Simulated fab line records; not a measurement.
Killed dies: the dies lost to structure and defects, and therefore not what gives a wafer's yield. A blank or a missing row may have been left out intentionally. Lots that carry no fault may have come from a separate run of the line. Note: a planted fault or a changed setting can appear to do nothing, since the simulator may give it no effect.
Which of the tools did it?	flow berkeley cmos170	45 wafers sampled from 15 lots at 1 step of a route of 331

WHAT THE GAUGES SHOWED, per wafer
Not one reading of a measure or inspect step in the record can be checked against a usual standard deviation.

WHAT TOOL EACH LOT RAN ON (gives the tool, then ch and the chambers of the sampled wafers, and finally the start)
lot	UCB170_NVT_PEB_04
L535	litho track-04 ch 0, day 5 13:56
L536	litho track-03 ch 0, day 5 19:59
L538	litho track-02 ch 0, day 6 12:53
L540	litho track-03 ch 0, day 6 13:02
L546	litho track-04, day 7 18:20
L547	litho track-04, day 8 00:19
L548	litho track-02, day 8 00:31
L550	litho track-02 ch 0, day 8 21:53
L551	litho track-04 ch 0, day 8 21:59
L553	litho track-02 ch 0, day 9 01:04
L554	litho track-02 ch 0, day 9 01:20
L552	litho track-04 ch 0, day 9 01:23
L555	litho track-02 ch 0, day 9 17:17
L556	litho track-04 ch 0, day 10 02:20
L558	litho track-02 ch 0, day 10 06:38
- UCB170_NVT_PEB_04

WHAT THE TOOLS THEMSELVES READ (means of the sampled wafers that have a number; where no wafer has one, the mark that the record gives instead)
UCB170_NVT_PEB_04. Usual: chill plate temp C 23.00 C, standard deviation 0.093; exhaust pa 45.2 Pa, standard deviation 0.91.
lot	tool	chill plate temp C (C)	exhaust pa (Pa)	flag
L535	litho track-04	22.97	44.3	
L536	litho track-03	22.94	45.2	
L538	litho track-02	22.91	46.3	
L540	litho track-03	23.20	44.2	
L546	litho track-04	-	-	OFF
L547	litho track-04	-	-	OFF
L548	litho track-02	-	-	OFF
L550	litho track-02	22.96	46.7	
L551	litho track-04	23.04	44.7	
L553	litho track-02	23.04	44.9	
L554	litho track-02	23.08	44.8	
L552	litho track-04	22.94	45.2	
L555	litho track-02	23.05	45.1	
L556	litho track-04	23.00	45.0	
L558	litho track-02	22.95	45.0	

THE ANSWER, worked out from the rows above alone
Rule: lot off if the mean of its wafers having a number is beyond 3 standard deviations from the usual mean. Also off: a lot with no number at a reading for which 4 or more lots have one. Where the step has rows for the other lots, those lots are counted as sound. After the gauges, taken in route order, come the tools' own readings; for these a lot's mean is taken, as printed above. The first step at which some lot is off is used, and at that step the reading that is off furthest; a lot without a number counts as furthest.
Off at UCB170_NVT_PEB_04 (chill plate temp C): L546, L547, L548. Without a number there: L546, L547, L548.
If a tool, at that step or one of the process steps before it, ran each lot that is off and ran no sound lot following the first of them, it fits. None of those tried fits.

WHAT HAD BEEN PUT IN BY THE SIMULATOR
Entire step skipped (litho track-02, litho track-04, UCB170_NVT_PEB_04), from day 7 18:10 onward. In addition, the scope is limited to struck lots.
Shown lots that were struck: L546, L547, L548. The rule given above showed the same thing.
